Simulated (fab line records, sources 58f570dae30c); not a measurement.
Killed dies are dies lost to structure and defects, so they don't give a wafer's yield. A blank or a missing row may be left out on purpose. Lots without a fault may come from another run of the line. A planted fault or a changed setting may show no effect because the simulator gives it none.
fab line records | flow berkeley_cmos170
record lots=15 wafers=45 last_day=12
route steps=331 shown NWELL@16 PFIELD@86 NVT@110
lots that met no fault: from a run of the same line without faults
start_h: hours from the record's first day to the start of the lot's first wafer shown | wait_h: hours since the lot's step before | " the same as in the row above | L1.1+2: a row that stands for several wafers | - no value, or no start given | * or withheld: withheld | < > ~ a bound
route shown NAME@n: a module of which the file shows steps, and the number in the route of the first | usual: mean/standard deviation of fault-free wafers | same: alike in all rows | chamber/n: place in a boat | sites: the reading at each site | _std_site: their standard deviation | _edge_site: outer sites' mean less inner sites' | radius_mm: how far each site lies from the wafer's centre | mask NAME#n: copy n | behind: the tool/chamber that last shaped the wafer | hold: why the lot was held/for how many hours/how that ended | device: the transistor (n, p or np) that didn't switch | end of line: the same wafers' tests at the end of the route | a step without rows: its recipe alone | killed: dies lost to structure and defects at the first sort, not the wafer's yield | map: a wafer's dies, x killed, . not, _ none there
set.NAME: the setting as run; set.NAME@STEP: as run at that earlier step | model.NAME: the simulator's own value behind a step, which no gauge read
steps of the route over a sample of lots; a table a step, a row a wafer
services: from which hour (start_h, from the record's first day; less than 0 if before it) a tool's chamber was out of use, for how many hours, and why
## steps
# step UCB170_NWELL_THK_MEAS_02
# recipe reads=SiO2_of_NWELL_OXIDATION_01
# usual NWELL_OXIDE_THK=26.3/0.54
# columns lot.wafer tool chamber start_h wait_h NWELL_OXIDE_THK[nm]
L985.1 film_metro-01 - 29.48 0.0 26.2
L985.3 " - " " 25.6
L985.6 " - " " 26.0
L986.4 film_metro-03 - 29.53 0.1 26.0
L986.5 " - " " 26.2
L986.6 " - " " 25.9
L989.2 film_metro-04 - 44.38 0.0 25.8
L989.5 " - " " 26.1
L989.6 " - " " 25.9
L990.2 film_metro-01 - 44.38 0.0 26.4
L990.3 " - " " 26.7
L990.5 " - " " 26.0
L991.1 film_metro-03 - 52.32 0.0 26.6
L991.3 " - " " 26.7
L991.6 " - " " 26.9
L992.2 film_metro-04 - 57.63 0.0 25.7
L992.3 " - " " 25.6
L992.4 " - " " 25.4
L993.2 film_metro-03 - 62.15 0.0 25.7
L993.5 " - " " 25.4
L993.6 " - " " 25.3
L995.2 film_metro-03 - 74.43 0.0 25.7
L995.4 " - " " 25.7
L995.6 " - " " 25.8
L996.1 film_metro-03 - 78.15 0.0 27.1
L996.5 " - " " 26.8
L996.6 " - " " 26.8
L997.4 film_metro-03 - 86.80 0.0 26.4
L997.5 " - " " 26.9
L997.6 " - " " 26.8
L100.1 film_metro-04 - 102.70 0.0 26.4
L100.5 " - " " 27.1
L100.6 " - " " 26.5
L101.2 film_metro-03 - 102.71 0.0 26.0
L101.3 " - " " 26.0
L101.6 " - " " 26.2
L105.2 film_metro-01 - 123.68 0.0 26.1
L105.3 " - " " 26.0
L105.6 " - " " 26.2
L106.3 film_metro-01 - 132.74 0.0 27.5
L106.5 " - " " 27.0
L106.6 " - " " 27.0
L108.2 film_metro-01 - 141.30 0.0 25.9
L108.3 " - " " 25.6
L108.4 " - " " 25.7
# step UCB170_NWELL_OVL_MEAS_12
# usual NWELL_OVL=3/5.4
# columns lot.wafer tool chamber start_h wait_h NWELL_OVL[nm]
L985.1 overlay-02 - 39.29 - 2
L985.3 " - " " 0
L985.6 " - " " 3
L986.4 overlay-02 - 39.41 - -1
L986.5 " - " " 6
L986.6 " - " " 3
L989.2 overlay-02 - 52.04 - 1
L989.5 " - " " -7
L989.6 " - " " 2
L990.2 overlay-01 - 52.28 - -1
L990.3 " - " " 11
L990.5 " - " " 8
L991.1 overlay-02 - 58.20 - -10
L991.3 " - " " -3
L991.6 " - " " 0
L992.2 overlay-01 - 66.47 - -4
L992.3 " - " " 13
L992.4 " - " " 0
L993.2 overlay-01 - 69.10 - 1
L993.5 " - " " 1
L993.6 " - " " 1
L995.2 overlay-01 - 82.93 - 5
L995.4 " - " " 8
L995.6 " - " " 3
L996.1 overlay-01 - 83.16 - -6
L996.5 " - " " -7
L996.6 " - " " -8
L997.4 overlay-02 - 93.12 - 4
L997.5 " - " " 14
L997.6 " - " " -1
L100.1 overlay-01 - 110.47 - 10
L100.5 " - " " -1
L100.6 " - " " 0
L101.2 overlay-01 - 110.95 - -9
L101.3 " - " " 4
L101.6 " - " " 5
L105.2 overlay-01 - 133.06 - -1
L105.3 " - " " 6
L105.6 " - " " 1
L106.3 overlay-02 - 141.24 - 6
L106.5 " - " " 6
L106.6 " - " " 1
L108.2 overlay-01 - 148.40 - 8
L108.3 " - " " 8
L108.4 " - " " 13
# step UCB170_PFIELD_IMPLANT_07
# recipe species=B dose_cm2=2e+13 energy_kev=80 tilt_deg=7
# usual dose_ions_cm2=1.9999e+13/2.4e+10 faraday_current_uA=63.5/1.4
# columns lot.wafer tool chamber start_h wait_h dose_ions_cm2 faraday_current_uA
L985.1 implanter-01 0 89.12 0.0 1.9984e+13 62.3
L985.3 " 0 " " 2.0025e+13 61.9
L985.6 " 0 " " 1.9998e+13 64.4
L986.4 implanter-03 0 89.29 0.1 1.995e+13 62.5
L986.5 " 0 " " 1.9968e+13 63.8
L986.6 " 0 " " 1.9993e+13 64.5
L990.2 implanter-01 0 97.04 0.0 1.9976e+13 64.6
L990.3 " 0 " " 2e+13 63.9
L990.5 " 0 " " 2.0021e+13 63.2
L989.2 implanter-04 0 97.59 0.0 1.9982e+13 63.2
L989.5 " 0 " " 2.0008e+13 64.5
L989.6 " 0 " " 1.9991e+13 64.8
L991.1 implanter-01 0 105.58 0.0 1.9991e+13 63.7
L991.3 " 0 " " 1.9967e+13 63.6
L991.6 " 0 " " 2.0031e+13 65.2
L993.2 implanter-03 0 121.11 0.0 2.005e+13 62.1
L993.5 " 0 " " 2.003e+13 62.3
L993.6 " 0 " " 2.0019e+13 62.3
L992.2 implanter-01 0 121.42 0.0 2.0042e+13 64.9
L992.3 " 0 " " 1.9993e+13 62.1
L992.4 " 0 " " 2.0042e+13 64.0
L996.1 implanter-04 0 131.04 0.0 1.998e+13 61.8
L996.5 " 0 " " 2.0002e+13 63.8
L996.6 " 0 " " 2.0008e+13 65.2
L995.2 implanter-03 0 137.52 0.0 2.0005e+13 63.8
L995.4 " 0 " " 1.9965e+13 63.6
L995.6 " 0 " " 2.0002e+13 61.8
L997.4 implanter-03 0 147.24 0.1 1.9994e+13 66.6
L997.5 " 0 " " 2.0022e+13 61.3
L997.6 " 0 " " 2.0005e+13 64.6
L101.2 implanter-04 0 159.54 0.0 1.999e+13 64.3
L101.3 " 0 " " 1.9996e+13 63.9
L101.6 " 0 " " 1.9974e+13 63.1
L100.1 implanter-01 0 159.63 0.0 2.0031e+13 66.1
L100.5 " 0 " " 1.9996e+13 64.9
L100.6 " 0 " " 2.0001e+13 65.3
L105.2 implanter-01 0 186.00 0.0 2.1343e+13 67.2
L105.3 " 0 " " 2.129e+13 68.5
L105.6 " 0 " " 2.129e+13 68.1
L106.3 implanter-01 0 192.40 0.1 2.1292e+13 66.3
L106.5 " 0 " " 2.1349e+13 70.2
L106.6 " 0 " " 2.1288e+13 69.9
L108.2 implanter-01 0 194.31 0.0 2.1327e+13 69.6
L108.3 " 0 " " 2.1339e+13 69.3
L108.4 " 0 " " 2.13e+13 67.4
# step UCB170_PFIELD_TW_MEAS_09
# usual PFIELD_TW=597/4.7
# columns lot.wafer tool chamber start_h wait_h hold PFIELD_TW
L985.1 film_metro-01 - 89.37 0.1 - 592
L985.3 " - " " - 591
L985.6 " - " " - 590
L986.4 film_metro-03 - 89.50 0.1 - 605
L986.5 " - " " - 604
L986.6 " - " " - 602
L990.2 film_metro-03 - 97.27 0.1 - 601
L990.3 " - " " - 599
L990.5 " - " " - 601
L989.2 film_metro-04 - 97.83 0.1 - 595
L989.5 " - " " - 592
L989.6 " - " " - 594
L991.1 film_metro-04 - 105.83 0.1 - 590
L991.3 " - " " - 593
L991.6 " - " " - 595
L993.2 film_metro-03 - 121.34 0.1 - 602
L993.5 " - " " - 600
L993.6 " - " " - 605
L992.2 film_metro-01 - 121.66 0.1 - 593
L992.3 " - " " - 593
L992.4 " - " " - 592
L996.1 film_metro-03 - 131.29 0.1 - 602
L996.5 " - " " - 604
L996.6 " - " " - 601
L995.2 film_metro-04 - 137.76 0.1 - 598
L995.4 " - " " - 597
L995.6 " - " " - 596
L997.4 film_metro-03 - 147.45 0.1 - 601
L997.5 " - " " - 602
L997.6 " - " " - 602
L101.2 film_metro-03 - 159.77 0.1 - 601
L101.3 " - " " - 600
L101.6 " - " " - 600
L100.1 film_metro-01 - 159.88 0.1 - 594
L100.5 " - " " - 592
L100.6 " - " " - 590
L105.2 film_metro-01 - 186.24 0.1 - 606
L105.3 " - " " - 607
L105.6 " - " " - 605
L106.3 film_metro-01 - 192.62 0.1 - 604
L106.5 " - " " - 608
L106.6 " - " " - 608
L108.2 film_metro-03 - 194.54 0.1 await_dispo/0.2h/release 614
L108.3 " - " " await_dispo/0.2h/release 617
L108.4 " - " " await_dispo/0.2h/release 615
L108.2 film_metro-03 - 194.77 0.2 - 616
L108.3 " - " " - 617
L108.4 " - " " - 613
# step UCB170_NVT_OVL_MEAS_06
# usual NVT_OVL=3/4.7
# columns lot.wafer tool chamber start_h wait_h NVT_OVL[nm]
L985.1 overlay-02 - 119.40 - 0
L985.3 " - " " 3
L985.6 " - " " 0
L986.4 overlay-02 - 119.64 - 3
L986.5 " - " " 3
L986.6 " - " " 2
L990.2 overlay-02 - 124.17 - 7
L990.3 " - " " -1
L990.5 " - " " -2
L989.2 overlay-02 - 124.40 - 8
L989.5 " - " " -3
L989.6 " - " " 8
L991.1 overlay-02 - 137.20 - 0
L991.3 " - " " 1
L991.6 " - " " 2
L993.2 overlay-01 - 151.05 - -6
L993.5 " - " " 2
L993.6 " - " " 2
L992.2 overlay-02 - 151.10 - 4
L992.3 " - " " 4
L992.4 " - " " 10
L996.1 overlay-01 - 158.31 - 6
L996.5 " - " " 0
L996.6 " - " " 2
L995.2 overlay-02 - 166.21 - 0
L995.4 " - " " 2
L995.6 " - " " 7
L997.4 overlay-02 - 180.31 - 2
L997.5 " - " " 7
L997.6 " - " " 6
L100.1 overlay-01 - 189.73 - 1
L100.5 " - " " -5
L100.6 " - " " -4
L101.2 overlay-02 - 189.98 - 4
L101.3 " - " " 2
L101.6 " - " " 2
L105.2 overlay-02 - 216.86 - 11
L105.3 " - " " 4
L105.6 " - " " 2
L106.3 overlay-01 - 221.23 - 9
L106.5 " - " " 1
L106.6 " - " " 3
L108.2 overlay-02 - 221.56 - 14
L108.3 " - " " 10
L108.4 " - " " 2
## services
# columns tool chamber start_h hours kind
implanter-03 - 69.75 5.4 repair
implanter-04 - 74.68 3.4 repair
implanter-04 - 103.29 0.7 repair
implanter-01 - 138.64 4.5 pm
implanter-01 - 176.12 0.5 repair
implanter-03 - 187.34 9.0 repair
implanter-03 - 190.35 5.8 repair
## key
first_sign step=UCB170_PFIELD_IMPLANT_07 reading=dose_ions_cm2 direction=up sigmas=54 usual=1.9999e+13 struck=2.1313e+13
effect step=UCB170_PFIELD_IMPLANT_07 reading=faraday_current_uA direction=up sigmas=3.5 usual=63.5 struck=68.5
effect step=UCB170_PFIELD_TW_MEAS_09 reading=PFIELD_TW direction=up sigmas=2.6 usual=597 struck=609
met_at UCB170_PFIELD_IMPLANT_07
struck_lots L105,L106,L108
tester_left_out L105,L106,L108
not_acting_at UCB170_NWELL_THK_MEAS_02,UCB170_NWELL_OVL_MEAS_12,UCB170_NVT_OVL_MEAS_06
onset_between 159.63 186.00
fault kind=process_parameter_drift tool=implanter-01 chamber=- onset_h=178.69 steps=UCB170_PFIELD_IMPLANT_07 channel=dose_cm2 offset=1.3137e+12 shape=step end_h=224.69 acts_in=these_recipes_only stated=2e+13
# tester_left_out: of these lots the tester's yield and bins aren't shown, on N5 and GAA mostly nor the transistor test; their killed dies are dies lost to structure and defects alone, not to doping, threshold or leakage, so they don't give the yield
